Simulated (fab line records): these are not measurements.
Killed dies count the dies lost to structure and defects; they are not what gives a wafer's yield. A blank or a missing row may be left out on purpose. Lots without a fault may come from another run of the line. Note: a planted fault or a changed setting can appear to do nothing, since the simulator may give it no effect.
fab line records + flow berkeleyCmos170
[record]
- lots = 5
- wafers = 15
- lastDay = 12
route steps=331 shown PVT@120 GATE@125 FIELD@126
lots that met no fault: from a run of the same line without faults
startH: the number of hours between the record's first day and the start of the first shown wafer of the lot + waitH: how many hours have passed since the lot's step before this one + " the same as in the row above + L1.1+2: a row that stands for several wafers + - no value, or no start given + * or withheld: withheld + < > ~ a bound
route shown NAME@n: names a module that has steps shown in the file, with the first one's number in the route + usual: the fault-free wafers' mean and standard deviation + same: alike in all rows + chamber/n: place in a boat + sites: each site's reading + _std_site: the standard deviation of these + _edge_site: mean of outer sites minus mean of inner sites + radiusMm: for every site, how far away it sits from the centre of the wafer + mask NAME#n: copy n + behind: the most recent tool/chamber to have shaped the wafer + hold: reason for holding the lot/hours on hold/outcome of the hold + device: transistor that didn't switch, given as n, p or np + end of line: tests run on the same wafers once the route is complete + step lacking rows: just its recipe + killed: dies lost to structure and defects at the first sort, not the wafer's yield + map: a wafer's dies, marking killed ones x, the rest . and places with no die _
set.NAME: the setting that was run; set.NAME@STEP: the one run at that earlier step + model.NAME: the simulator's own value behind a step, which no gauge read
certain route steps with their lots: each step a table, each wafer a row
services: from which hour (startH, from the record's first day; less than 0 if before it) a tool's chamber was out of use, for how many hours, and why
[[steps]]
[step UCB170_PVT_DEVELOP_05]
[recipe]
- developer = TMAH
- developTimeS = 45
- resist = KrF
- devTempC = 21
| lot.wafer  | tool          | chamber | startH | waitH |
|------------|---------------|---------|--------|-------|
| L076.1+4+5 | lithoTrack-03 | 0       | -      | -     |
| L079.2+5+6 | lithoTrack-03 | 0       | -      | -     |
| L082.3+4+5 | lithoTrack-02 | 0       | -      | -     |
| L091.1+2+6 | lithoTrack-02 | 0       | -      | -     |
| L096.1+3+5 | lithoTrack-03 | 0       | -      | -     |
[step UCB170_PVT_OVL_MEAS_06]
[usual]
- PVT_OVL = 0/6.6
| lot.wafer | tool       | chamber | startH | waitH | PVT_OVL[nm] |
|-----------|------------|---------|--------|-------|-------------|
| L076.1    | overlay-01 | -       | 141.24 | -     | 5           |
| L076.4    | "          | -       | "      | "     | 2           |
| L076.5    | "          | -       | "      | "     | 6           |
| L079.2    | overlay-01 | -       | 158.90 | -     | -6          |
| L079.5    | "          | -       | "      | "     | 12          |
| L079.6    | "          | -       | "      | "     | 1           |
| L082.3    | overlay-01 | -       | 171.40 | -     | -5          |
| L082.4    | "          | -       | "      | "     | 1           |
| L082.5    | "          | -       | "      | "     | -10         |
| L091.1    | overlay-01 | -       | 225.25 | -     | -2          |
| L091.2    | "          | -       | "      | "     | 4           |
| L091.6    | "          | -       | "      | "     | 2           |
| L096.1    | overlay-01 | -       | 242.26 | -     | 0           |
| L096.3    | "          | -       | "      | "     | -4          |
| L096.5    | "          | -       | "      | "     | 7           |
[step UCB170_PVT_IMPLANT_07]
[recipe]
- species = P
- doseCm2 = 2e+12
- energyKev = 30
- tiltDeg = 7
[usual]
- beamEnergyKeV = 30.000/0.0085
- doseIonsCm2 = 1.9998e+12/2.3e+09
| lot.wafer | tool         | chamber | startH | waitH | beamEnergyKeV | doseIonsCm2 |
|-----------|--------------|---------|--------|-------|---------------|-------------|
| L076.1    | implanter-03 | 0       | 141.27 | 0.0   | 29.999        | 2.0003e+12  |
| L076.4    | "            | 0       | "      | "     | 29.994        | 2.0008e+12  |
| L076.5    | "            | 0       | "      | "     | 29.992        | 1.9998e+12  |
| L079.2    | implanter-01 | 0       | 158.95 | 0.0   | 30.003        | 2e+12       |
| L079.5    | "            | 0       | "      | "     | 30.003        | 2.0002e+12  |
| L079.6    | "            | 0       | "      | "     | 30.002        | 2.0003e+12  |
| L082.3    | implanter-03 | 0       | 171.47 | 0.1   | 29.998        | 1.9959e+12  |
| L082.4    | "            | 0       | "      | "     | 30.013        | 1.9969e+12  |
| L082.5    | "            | 0       | "      | "     | 29.992        | 1.9968e+12  |
| L091.1    | implanter-04 | 0       | 225.28 | 0.0   | 29.993        | 1.9985e+12  |
| L091.2    | "            | 0       | "      | "     | 29.993        | 1.9985e+12  |
| L091.6    | "            | 0       | "      | "     | 29.999        | 1.9989e+12  |
| L096.1    | implanter-03 | 0       | 242.30 | 0.0   | 29.994        | 1.9979e+12  |
| L096.3    | "            | 0       | "      | "     | 29.984        | 1.9958e+12  |
| L096.5    | "            | 0       | "      | "     | 29.989        | 1.9969e+12  |
[step UCB170_PVT_STRIP_08]
[recipe]
- chemistry = O2
- powerW = 400
- pressureMtorr = 3500
- platenTempC = withheld
- o2FlowSccm = 400
- overashFraction = 0.5
[usual]
- drypumpMotorCurrentA = 5.79/0.29
- oesProductAu = 0.735/0.0044
- stripTimeToEndpointS = 21.64/0.068
| lot.wafer | tool           | chamber | startH | waitH | drypumpMotorCurrentA | oesProductAu | rfHoursCounterH | stripTimeToEndpointS |
|-----------|----------------|---------|--------|-------|----------------------|--------------|-----------------|----------------------|
| L076.1    | plasmaAsher-04 | 0       | 141.42 | 0.1   | 5.52                 | 0.730        | 31              | 21.65                |
| L076.4    | "              | 0       | "      | "     | 5.53                 | 0.744        | -               | 21.58                |
| L076.5    | "              | 1       | "      | "     | 5.91                 | 0.735        | -               | 21.62                |
| L079.2    | plasmaAsher-04 | 0       | 159.08 | 0.1   | 5.43                 | 0.731        | 33              | 21.61                |
| L079.5    | "              | 1       | "      | "     | 5.93                 | 0.739        | -               | 21.60                |
| L079.6    | "              | 0       | "      | "     | 5.50                 | 0.730        | -               | 21.63                |
| L082.3    | plasmaAsher-03 | 0       | 171.61 | 0.1   | 5.92                 | 0.737        | -               | 21.68                |
| L082.4    | "              | 1       | "      | "     | 5.76                 | 0.727        | -               | 21.71                |
| L082.5    | "              | 0       | "      | "     | 5.94                 | 0.740        | -               | 21.68                |
| L091.1    | plasmaAsher-04 | 1       | 225.43 | 0.1   | 5.90                 | 0.735        | 40              | 21.57                |
| L091.2    | "              | 0       | "      | "     | 5.49                 | 0.733        | 40              | 21.57                |
| L091.6    | "              | 1       | "      | "     | 5.93                 | 0.739        | -               | 21.59                |
| L096.1    | plasmaAsher-04 | 0       | 242.45 | 0.1   | 5.50                 | 0.734        | 41              | 21.58                |
| L096.3    | "              | 1       | "      | "     | 5.92                 | 0.728        | -               | 21.67                |
| L096.5    | "              | 1       | "      | "     | 5.92                 | 0.737        | -               | 21.61                |
[step UCB170_PVT_TW_MEAS_09]
[usual]
- PVT_TW = 511.0/2.9
| lot.wafer | tool         | chamber | startH | waitH | PVT_TW |
|-----------|--------------|---------|--------|-------|--------|
| L076.1    | filmMetro-04 | -       | 141.52 | 0.1   | 508.6  |
| L076.4    | "            | -       | "      | "     | 507.2  |
| L076.5    | "            | -       | "      | "     | 509.3  |
| L079.2    | filmMetro-04 | -       | 159.19 | 0.1   | 508.0  |
| L079.5    | "            | -       | "      | "     | 510.3  |
| L079.6    | "            | -       | "      | "     | 511.4  |
| L082.3    | filmMetro-04 | -       | 171.69 | 0.1   | 515.1  |
| L082.4    | "            | -       | "      | "     | 511.3  |
| L082.5    | "            | -       | "      | "     | 508.5  |
| L091.1    | filmMetro-03 | -       | 225.53 | 0.1   | 515.2  |
| L091.2    | "            | -       | "      | "     | 516.7  |
| L091.6    | "            | -       | "      | "     | 512.1  |
| L096.1    | filmMetro-04 | -       | 242.55 | 0.1   | 509.3  |
| L096.3    | "            | -       | "      | "     | 510.6  |
| L096.5    | "            | -       | "      | "     | 512.5  |
[step UCB170_GATE_WET_ETCH_00]
[recipe]
- chemistry = dHF
- dilution = 25:1
- target = SiO2
- tempC = 25
- timeS = 200
| lot.wafer  | tool        | chamber | startH | waitH |
|------------|-------------|---------|--------|-------|
| L076.1+4+5 | wetBench-02 | 0       | 141.58 | 0.1   |
| L079.2+5+6 | wetBench-04 | 3       | 159.24 | 0.0   |
| L082.3+4+5 | wetBench-03 | 2       | 171.73 | 0.0   |
| L091.1+2+6 | wetBench-03 | 3       | 225.65 | 0.1   |
| L096.1+3+5 | wetBench-03 | 2       | 242.61 | 0.1   |
[step UCB170_FIELD_THK_MEAS_91]
[recipe]
- reads = SiO2_of_FIELD_OXIDATION_01
[usual]
- FIELD_OXIDE_LEFT_2_THK = 356/10
| lot.wafer | tool         | chamber | startH | waitH | FIELD_OXIDE_LEFT_2_THK[nm] |
|-----------|--------------|---------|--------|-------|----------------------------|
| L076.1    | filmMetro-03 | -       | 141.65 | 0.0   | 357                        |
| L076.4    | "            | -       | "      | "     | 353                        |
| L076.5    | "            | -       | "      | "     | 357                        |
| L079.2    | filmMetro-01 | -       | 159.31 | 0.0   | 360                        |
| L079.5    | "            | -       | "      | "     | 352                        |
| L079.6    | "            | -       | "      | "     | 354                        |
| L082.3    | filmMetro-03 | -       | 171.82 | 0.0   | 348                        |
| L082.4    | "            | -       | "      | "     | 343                        |
| L082.5    | "            | -       | "      | "     | 349                        |
| L091.1    | filmMetro-01 | -       | 225.72 | 0.0   | 347                        |
| L091.2    | "            | -       | "      | "     | 341                        |
| L091.6    | "            | -       | "      | "     | 338                        |
| L096.1    | filmMetro-01 | -       | 242.67 | 0.0   | 353                        |
| L096.3    | "            | -       | "      | "     | 345                        |
| L096.5    | "            | -       | "      | "     | 340                        |
[step UCB170_GATE_OXIDATION_01]
[recipe]
- tempC = 850
- ambient = O2
- targetThkA = 66
- oxTimeS = 1800
| lot.wafer  | tool       | chamber | startH | waitH |
|------------|------------|---------|--------|-------|
| L076.1+4+5 | furnace-02 | 0       | 146.31 | 4.7   |
| L079.2+5+6 | furnace-01 | 0       | 162.58 | 3.3   |
| L082.3+4+5 | furnace-04 | 0       | 176.32 | 4.5   |
| L091.1+2+6 | furnace-04 | 0       | 231.26 | 5.5   |
| L096.1+3+5 | furnace-04 | 0       | 243.03 | 0.3   |
[step UCB170_GATE_THK_MEAS_02]
[recipe]
- reads = SiO2_of_GATE_OXIDATION_01
[usual]
- GATE_OXIDE_THK = 6.65/0.12
| lot.wafer | tool         | chamber | startH | waitH | GATE_OXIDE_THK[nm] |
|-----------|--------------|---------|--------|-------|--------------------|
| L076.1    | filmMetro-02 | -       | 147.81 | 0.0   | 6.69               |
| L076.4    | "            | -       | "      | "     | 6.62               |
| L076.5    | "            | -       | "      | "     | 6.69               |
| L079.2    | filmMetro-04 | -       | 164.09 | 0.0   | 6.75               |
| L079.5    | "            | -       | "      | "     | 6.76               |
| L079.6    | "            | -       | "      | "     | 6.69               |
| L082.3    | filmMetro-04 | -       | 177.92 | 0.1   | 6.37               |
| L082.4    | "            | -       | "      | "     | 6.38               |
| L082.5    | "            | -       | "      | "     | 6.37               |
| L091.1    | filmMetro-02 | -       | 232.76 | 0.0   | 6.72               |
| L091.2    | "            | -       | "      | "     | 6.65               |
| L091.6    | "            | -       | "      | "     | 6.66               |
| L096.1    | filmMetro-03 | -       | 244.53 | 0.0   | 6.66               |
| L096.3    | "            | -       | "      | "     | 6.62               |
| L096.5    | "            | -       | "      | "     | 6.65               |
[step UCB170_GATE_ANNEAL_03]
[recipe]
- tempC = 900
- timeS = 1800
- ambient = N2
| lot.wafer  | tool       | chamber | startH | waitH |
|------------|------------|---------|--------|-------|
| L076.1+4+5 | furnace-01 | 0       | 152.61 | 4.8   |
| L079.2+5+6 | furnace-02 | 0       | 169.06 | 5.0   |
| L082.3+4+5 | furnace-02 | 0       | 181.69 | 3.8   |
| L091.1+2+6 | furnace-01 | 0       | 236.37 | 3.6   |
| L096.1+3+5 | furnace-01 | 0       | 249.97 | 5.4   |
[step UCB170_GATE_CVD_04]
[recipe]
- material = poly-Si
- tempC = 610
- precursor = SiH4
- timeS = 1440
- pressureMtorr = 375
- targetThkNm = 214
- sih4FlowSccm = 120
| lot.wafer  | tool     | chamber | startH | waitH |
|------------|----------|---------|--------|-------|
| L076.1+4+5 | lpcvd-01 | 1       | 154.11 | 0.0   |
| L079.2+5+6 | lpcvd-02 | 1       | 170.56 | 0.0   |
| L082.3+4+5 | lpcvd-01 | 1       | 183.40 | 0.2   |
| L091.1+2+6 | lpcvd-01 | 1       | 237.87 | 0.0   |
| L096.1+3+5 | lpcvd-02 | 0       | 251.47 | 0.0   |
[step UCB170_GATE_THK_MEAS_05]
[recipe]
- reads = poly-Si_of_GATE_CVD_04
[usual]
- GATE_POLY_THK = 213.9/2.5
| lot.wafer | tool         | chamber | startH | waitH | GATE_POLY_THK[nm] |
|-----------|--------------|---------|--------|-------|-------------------|
| L076.1    | filmMetro-02 | -       | 156.24 | 0.0   | 210.4             |
| L076.4    | "            | -       | "      | "     | 210.3             |
| L076.5    | "            | -       | "      | "     | 210.3             |
| L079.2    | filmMetro-03 | -       | 171.99 | 0.0   | 213.9             |
| L079.5    | "            | -       | "      | "     | 214.5             |
| L079.6    | "            | -       | "      | "     | 213.7             |
| L082.3    | filmMetro-04 | -       | 185.58 | 0.1   | 214.3             |
| L082.4    | "            | -       | "      | "     | 213.8             |
| L082.5    | "            | -       | "      | "     | 215.2             |
| L091.1    | filmMetro-03 | -       | 239.27 | 0.0   | 215.6             |
| L091.2    | "            | -       | "      | "     | 215.5             |
| L091.6    | "            | -       | "      | "     | 213.5             |
| L096.1    | filmMetro-04 | -       | 252.93 | 0.1   | 216.8             |
| L096.3    | "            | -       | "      | "     | 214.5             |
| L096.5    | "            | -       | "      | "     | 214.2             |
[step UCB170_GATE_COAT_06]
[recipe]
- resist = BARC
- tempC = withheld
- timeS = withheld
- spinRpm = 3000
- resistThkNm = withheld
[usual]
- spinSpeedRpm = 3000.2/2.2
| lot.wafer | tool          | chamber | startH | waitH | spinSpeedRpm |
|-----------|---------------|---------|--------|-------|--------------|
| L076.1    | lithoTrack-01 | 0       | 156.93 | 0.7   | 2998.0       |
| L076.4    | "             | 0       | "      | "     | 2999.8       |
| L076.5    | "             | 0       | "      | "     | 2999.4       |
| L079.2    | lithoTrack-01 | 0       | 172.48 | 0.5   | 3002.3       |
| L079.5    | "             | 0       | "      | "     | 2996.9       |
| L079.6    | "             | 0       | "      | "     | 2999.9       |
| L082.3    | lithoTrack-04 | 0       | 186.15 | 0.6   | 3001.9       |
| L082.4    | "             | 0       | "      | "     | 3003.6       |
| L082.5    | "             | 0       | "      | "     | 3001.3       |
| L091.1    | lithoTrack-01 | 0       | 239.33 | 0.1   | 2998.9       |
| L091.2    | "             | 0       | "      | "     | 3001.2       |
| L091.6    | "             | 0       | "      | "     | 2997.4       |
| L096.1    | lithoTrack-01 | 0       | 253.78 | 0.8   | 3003.5       |
| L096.3    | "             | 0       | "      | "     | 3003.7       |
| L096.5    | "             | 0       | "      | "     | 3000.2       |
[step UCB170_GATE_COAT_07]
[recipe]
- resist = KrF
- spinRpm = 1500
- resistThkNm = 900
[usual]
- spinSpeedRpm = 1500.0/0.98
| lot.wafer | tool          | chamber | startH | waitH | spinSpeedRpm |
|-----------|---------------|---------|--------|-------|--------------|
| L076.1    | lithoTrack-01 | 0       | -      | -     | 1501.7       |
| L076.4    | "             | 0       | "      | "     | 1500.1       |
| L076.5    | "             | 0       | "      | "     | 1501.2       |
| L079.2    | lithoTrack-01 | 0       | -      | -     | 1500.7       |
| L079.5    | "             | 0       | "      | "     | 1498.5       |
| L079.6    | "             | 0       | "      | "     | 1500.2       |
| L082.3    | lithoTrack-04 | 0       | -      | -     | 1500.4       |
| L082.4    | "             | 0       | "      | "     | 1499.1       |
| L082.5    | "             | 0       | "      | "     | 1501.1       |
| L091.1    | lithoTrack-01 | 0       | -      | -     | 1500.0       |
| L091.2    | "             | 0       | "      | "     | 1500.1       |
| L091.6    | "             | 0       | "      | "     | 1500.1       |
| L096.1    | lithoTrack-01 | 0       | -      | -     | 1500.0       |
| L096.3    | "             | 0       | "      | "     | 1500.6       |
| L096.5    | "             | 0       | "      | "     | 1501.1       |
[step UCB170_GATE_SOFTBAKE_08]
[recipe]
- resist = KrF
- tempC = 130
- timeS = 59
| lot.wafer  | tool          | chamber | startH | waitH |
|------------|---------------|---------|--------|-------|
| L076.1+4+5 | lithoTrack-01 | 0       | -      | -     |
| L079.2+5+6 | lithoTrack-01 | 0       | -      | -     |
| L082.3+4+5 | lithoTrack-04 | 0       | -      | -     |
| L091.1+2+6 | lithoTrack-01 | 0       | -      | -     |
| L096.1+3+5 | lithoTrack-01 | 0       | -      | -     |
[step UCB170_GATE_EXPOSE_09]
[recipe]
- maskId = POLY
- targetCdNm = 350
- na = 0.5
- sigmaOuter = 0.6
- sourceShape = conventional
- doseMj = 21
| lot.wafer  | tool          | chamber | startH | waitH | mask   |
|------------|---------------|---------|--------|-------|--------|
| L076.1+4+5 | krfScanner-01 | 0       | 157.38 | -     | POLY#0 |
| L079.2+5+6 | krfScanner-02 | 0       | 173.26 | -     | POLY#0 |
| L082.3+4+5 | krfScanner-02 | 0       | 186.74 | -     | POLY#0 |
| L091.1+2+6 | krfScanner-01 | 0       | 240.02 | -     | POLY#0 |
| L096.1+3+5 | krfScanner-02 | 0       | 254.36 | -     | POLY#0 |
[step UCB170_GATE_PEB_10]
[recipe]
- pebTempC = 130
- pebTimeS = withheld
- resist = KrF
| lot.wafer  | tool          | chamber | startH | waitH |
|------------|---------------|---------|--------|-------|
| L076.1+4+5 | lithoTrack-02 | 0       | 158.42 | 1.0   |
| L079.2+5+6 | lithoTrack-02 | 0       | 173.51 | 0.2   |
| L082.3+4+5 | lithoTrack-04 | 0       | 186.87 | 0.1   |
| L091.1+2+6 | lithoTrack-02 | 0       | 240.14 | 0.1   |
| L096.1+3+5 | lithoTrack-01 | 0       | 254.51 | 0.1   |
[step UCB170_GATE_DEVELOP_11]
[recipe]
- developer = TMAH
- developTimeS = 45
- resist = KrF
- devTempC = 21
| lot.wafer  | tool          | chamber | startH | waitH |
|------------|---------------|---------|--------|-------|
| L076.1+4+5 | lithoTrack-02 | 0       | -      | -     |
| L079.2+5+6 | lithoTrack-02 | 0       | -      | -     |
| L082.3+4+5 | lithoTrack-04 | 0       | -      | -     |
| L091.1+2+6 | lithoTrack-02 | 0       | -      | -     |
| L096.1+3+5 | lithoTrack-01 | 0       | -      | -     |
[[services]]
| tool           | chamber | startH | hours | kind        |
|----------------|---------|--------|-------|-------------|
| krfScanner-02  | -       | 124.94 | 1.0   | pm          |
| furnace-02     | -       | 129.35 | 3.3   | pm          |
| implanter-01   | -       | 131.58 | 8.1   | repair      |
| plasmaAsher-03 | -       | 133.31 | 1.8   | repair      |
| krfScanner-02  | -       | 140.26 | 0.8   | pm          |
| implanter-03   | -       | 151.07 | 5.1   | pm          |
| krfScanner-01  | -       | 159.46 | 1.3   | pm          |
| krfScanner-01  | -       | 171.11 | 1.0   | pm          |
| lpcvd-02       | -       | 178.25 | 5.2   | repair      |
| implanter-01   | -       | 179.67 | 5.4   | repair      |
| wetBench-02    | -       | 184.02 | 5.8   | repair      |
| implanter-03   | -       | 197.08 | 1.6   | repair      |
| implanter-03   | -       | 198.78 | 2.3   | repair      |
| furnace-01     | -       | 200.12 | 3.1   | pm          |
| implanter-03   | -       | 204.58 | 5.8   | repair      |
| implanter-01   | -       | 212.00 | 1.3   | repair      |
| wetBench-04    | -       | 215.29 | 12.2  | repair      |
| krfScanner-01  | 0       | 221.52 | -     | calibration |
| furnace-01     | -       | 222.90 | 3.9   | pm          |
| lpcvd-01       | -       | 225.27 | 2.7   | repair      |
| krfScanner-02  | 0       | 230.83 | -     | calibration |
| krfScanner-01  | -       | 236.77 | 0.8   | pm          |
| krfScanner-02  | -       | 238.00 | 0.7   | repair      |
| krfScanner-02  | -       | 250.93 | 0.7   | repair      |
[[key]]
fault none
